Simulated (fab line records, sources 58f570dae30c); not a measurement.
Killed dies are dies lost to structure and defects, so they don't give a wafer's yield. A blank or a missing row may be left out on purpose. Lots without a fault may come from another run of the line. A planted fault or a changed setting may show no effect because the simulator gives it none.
Tool commonality check | flow berkeley_cmos170 | 13 lots, 42 wafers sampled

WHY IT WAS OPENED
At UCB170_NVT_TW_MEAS_09 the reading NVT_TW is flagged on 1 of 13 lots. Wafers without a fault read 523, standard deviation 4.6.
Rule: a lot is flagged when every wafer of it that has a number lies more than 4 standard deviations from that mean, or none has a number. The other lots count as sound.

lot  | measured     | on            | NVT_TW, wafer by wafer | flag
L875 | day 7 00:53  | film_metro-04 | 530 533 534            |
L873 | day 7 01:00  | film_metro-02 | 521 517 521            |
L878 | day 7 17:02  | film_metro-02 | 520 521 523            |
L876 | day 7 17:56  | film_metro-01 | 522 519 522            |
L881 | day 8 02:56  | film_metro-04 | 532 532 531            |
L880 | day 8 03:14  | film_metro-02 | 519 519 520            |
L884 | day 9 00:38  | film_metro-04 | 30 31 30 30 30 30      | FLAGGED
L883 | day 9 00:45  | film_metro-02 | 521 523 522            |
L889 | day 10 12:15 | film_metro-01 | 520 521 521            |
L892 | day 10 17:43 | film_metro-04 | 528 528 530            |
L891 | day 10 18:01 | film_metro-01 | 518 517 522            |
L894 | day 11 01:33 | film_metro-04 | 525 529 530            |
L893 | day 11 01:40 | film_metro-02 | 521 522 522            |
The numbers of the flagged lots are 30 on average: -493 against the usual, or -99 or more standard deviations.

WHICH TOOL RAN EACH LOT
The record holds 2 process steps before the reading, out of a route of 331 steps. In each cell: the tool, then ch and the chambers that the sampled wafers went through, then the start.
lot  | flag    | UCB170_ACTIVE_STRIP_16              | UCB170_NVT_EXPOSE_03
L875 |         | plasma_asher-04 ch 0,1, day 5 11:53 | krf_scanner-01 ch 0, day 6 23:52
L873 |         | plasma_asher-01 ch 0,1, day 5 06:23 | krf_scanner-01 ch 0, day 6 23:59
L878 |         | plasma_asher-02 ch 0,1, day 6 07:47 | krf_scanner-01 ch 0, day 7 15:53
L876 |         | plasma_asher-02 ch 0,1, day 6 00:55 | krf_scanner-02 ch 0, day 7 16:20
L881 |         | plasma_asher-02 ch 0,1, day 6 13:33 | krf_scanner-01 ch 0, day 8 02:15
L880 |         | plasma_asher-04 ch 0,1, day 6 13:49 | krf_scanner-02 ch 0, day 8 02:33
L884 | FLAGGED | plasma_asher-01 ch 0,1, day 7 10:49 | krf_scanner-01 ch 0, day 8 23:32
L883 |         | plasma_asher-04 ch 0,1, day 7 10:34 | krf_scanner-02 ch 0, day 8 23:47
L889 |         | plasma_asher-04 ch 0,1, day 8 19:19 | krf_scanner-01 ch 0, day 10 11:35
L892 |         | plasma_asher-02 ch 0,1, day 9 01:36 | krf_scanner-02 ch 0, day 10 17:02
L891 |         | plasma_asher-02 ch 0,1, day 9 01:19 | krf_scanner-01 ch 0, day 10 17:19
L894 |         | plasma_asher-04 ch 0,1, day 9 15:42 | krf_scanner-02 ch 0, day 11 00:52
L893 |         | plasma_asher-01 ch 0, day 9 15:26   | krf_scanner-02 ch 0, day 11 01:00
What these steps do:
- UCB170_ACTIVE_STRIP_16: strips in O2.
- UCB170_NVT_EXPOSE_03: exposes mask PWELL, target cd 3000 nm.
- UCB170_NVT_TW_MEAS_09

FLAGGED OVER TOTAL, TOOL BY TOOL (the gauges that took the reading come last)
step                   | tool            | lots run | flagged | share of the flagged lots | sound lots run after its first flagged lot
UCB170_ACTIVE_STRIP_16 | plasma_asher-01 | 3        | 1       | all                       | 1 (L893)
UCB170_ACTIVE_STRIP_16 | plasma_asher-02 | 5        | 0       | none                      | -
UCB170_ACTIVE_STRIP_16 | plasma_asher-04 | 5        | 0       | none                      | -
UCB170_NVT_EXPOSE_03   | krf_scanner-01  | 7        | 1       | all                       | 2 (L889,L891)
UCB170_NVT_EXPOSE_03   | krf_scanner-02  | 6        | 0       | none                      | -
UCB170_NVT_TW_MEAS_09  | film_metro-01   | 3        | 0       | none                      | -
UCB170_NVT_TW_MEAS_09  | film_metro-02   | 5        | 0       | none                      | -
UCB170_NVT_TW_MEAS_09  | film_metro-04   | 5        | 1       | all                       | 2 (L892,L894)

WHAT THE TABLE ALLOWS
3 rows of the table ran every flagged lot: plasma_asher-01 at UCB170_ACTIVE_STRIP_16, krf_scanner-01 at UCB170_NVT_EXPOSE_03, film_metro-04 at UCB170_NVT_TW_MEAS_09.
- plasma_asher-01 at UCB170_ACTIVE_STRIP_16: 1 of its 3 lots flagged. Sound lots ran on it after the first flagged one (L893), which a lasting fault on the whole tool wouldn't allow.
- krf_scanner-01 at UCB170_NVT_EXPOSE_03: 1 of its 7 lots flagged. Sound lots ran on it after the first flagged one (L889, L891), which a lasting fault on the whole tool wouldn't allow.
- film_metro-04 at UCB170_NVT_TW_MEAS_09: 1 of its 5 lots flagged. Sound lots ran on it after the first flagged one (L892, L894), which a lasting fault on the whole tool wouldn't allow.
No row of the table ran every flagged lot and no sound lot after the first.

WHAT THE SIMULATOR HAD PUT IN
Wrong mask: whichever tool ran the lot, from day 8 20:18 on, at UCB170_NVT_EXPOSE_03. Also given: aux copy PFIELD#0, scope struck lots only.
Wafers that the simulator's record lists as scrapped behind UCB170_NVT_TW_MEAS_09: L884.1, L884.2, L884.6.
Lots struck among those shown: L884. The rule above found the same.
